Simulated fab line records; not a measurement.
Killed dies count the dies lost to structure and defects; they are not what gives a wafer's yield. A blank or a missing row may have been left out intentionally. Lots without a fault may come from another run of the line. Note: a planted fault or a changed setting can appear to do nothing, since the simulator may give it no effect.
The tool behind it: which one?    flow ritCmos    14 lots with 42 wafers sampled at 2 steps, on a route of 202 steps

## WHAT THE GAUGES READ, wafer by wafer
RIT_ACTIVE_THK_MEAS_04. Usual: ACTIVE_NITRIDE_THK typically reads 149.7 nm, with standard deviation 1.4.
lot   measured     on            ACTIVE_NITRIDE_THK (nm)  flag
L908  day 1 15:32  filmMetro-01  151.0 151.6 151.7        
L909  day 1 20:47  filmMetro-01  147.0 146.3 147.0        
L910  day 1 23:32  filmMetro-02  149.1 149.9 148.5        
L911  day 2 04:32  filmMetro-04  149.7 149.5 149.8        
L912  day 2 09:32  filmMetro-01  148.0 149.4 149.3        
L913  day 2 15:43  filmMetro-02  135.5 133.5 134.6        OFF
L915  day 3 00:32  filmMetro-04  147.7 147.4 146.8        
L916  day 3 06:02  filmMetro-04  131.9 131.4 131.3        OFF
L923  day 4 16:32  filmMetro-04  150.8 151.0 151.3        
L925  day 5 02:32  filmMetro-01  147.3 148.0 149.2        
L928  day 5 20:08  filmMetro-02  153.2 153.4 151.6        
L929  day 5 23:58  filmMetro-02  149.7 150.0 149.8        
L930  day 6 04:04  filmMetro-01  151.3 151.0 150.3        
L931  day 6 09:19  filmMetro-04  149.0 150.2 149.6        

## EACH LOT AND THE TOOL THAT RAN IT (in order: tool; ch and the chambers of the sampled wafers; start)
lot   RIT_ACTIVE_CVD_03
L908  lpcvd-02 ch 0, day 1 14:07
L909  lpcvd-02 ch 1, day 1 19:22
L910  lpcvd-01 ch 1, day 1 22:07
L911  lpcvd-01 ch 1, day 2 03:07
L912  lpcvd-01 ch 0, day 2 08:07
L913  lpcvd-01 ch 0, day 2 13:35
L915  lpcvd-02 ch 0, day 2 23:07
L916  lpcvd-01 ch 1, day 3 04:38
L923  lpcvd-02 ch 1, day 4 15:07
L925  lpcvd-02 ch 1, day 5 01:07
L928  lpcvd-01 ch 1, day 5 18:44
L929  lpcvd-02 ch 0, day 5 22:32
L930  lpcvd-01 ch 0, day 6 02:38
L931  lpcvd-02 ch 0, day 6 07:12
- RIT_ACTIVE_CVD_03: deposits Si3N4 from SiH2Cl2/NH3, target thk 150 nm, time 1500 s.

## AS READ BY THE TOOLS THEMSELVES (means over the sampled wafers that have a number; for cases with no such wafer, the mark the record gives instead)
RIT_ACTIVE_CVD_03. Usual: zonePowerSourcePct reads 20.5 % (standard deviation 1.5).
lot   tool      zonePowerSourcePct (%)  flag
L908  lpcvd-02  22.2                    
L909  lpcvd-02  21.7                    
L910  lpcvd-01  20.1                    
L911  lpcvd-01  20.1                    
L912  lpcvd-01  17.9                    
L913  lpcvd-01  18.1                    
L915  lpcvd-02  22.3                    
L916  lpcvd-01  20.2                    
L923  lpcvd-02  21.6                    
L925  lpcvd-02  21.8                    
L928  lpcvd-01  20.3                    
L929  lpcvd-02  22.0                    
L930  lpcvd-01  18.0                    
L931  lpcvd-02  22.2                    

## THE ANSWER, worked out from the rows above alone
Rule: lot off if the mean of its wafers having a number is beyond 3 standard deviations from the usual mean. Also off: a lot with no number at a reading for which 4 or more lots have one. Any other lot the step has rows for is counted as sound. Order of review: gauges by route order, followed by the tools' own readings, for which a lot's mean as printed above is used. The first step at which some lot is off is used, and at that step the reading that is off furthest; a lot without a number counts as furthest.
Off: L913, L916, seen at RIT_ACTIVE_THK_MEAS_04 (ACTIVE_NITRIDE_THK).
A tool fits if, at a process step before that reading, it ran every lot that is off, and no sound lot after the first of them. Gauges at RIT_ACTIVE_THK_MEAS_04: tried the same way as those tools. No candidate that was tried fits.

## WHAT THE SIMULATOR PUT IN
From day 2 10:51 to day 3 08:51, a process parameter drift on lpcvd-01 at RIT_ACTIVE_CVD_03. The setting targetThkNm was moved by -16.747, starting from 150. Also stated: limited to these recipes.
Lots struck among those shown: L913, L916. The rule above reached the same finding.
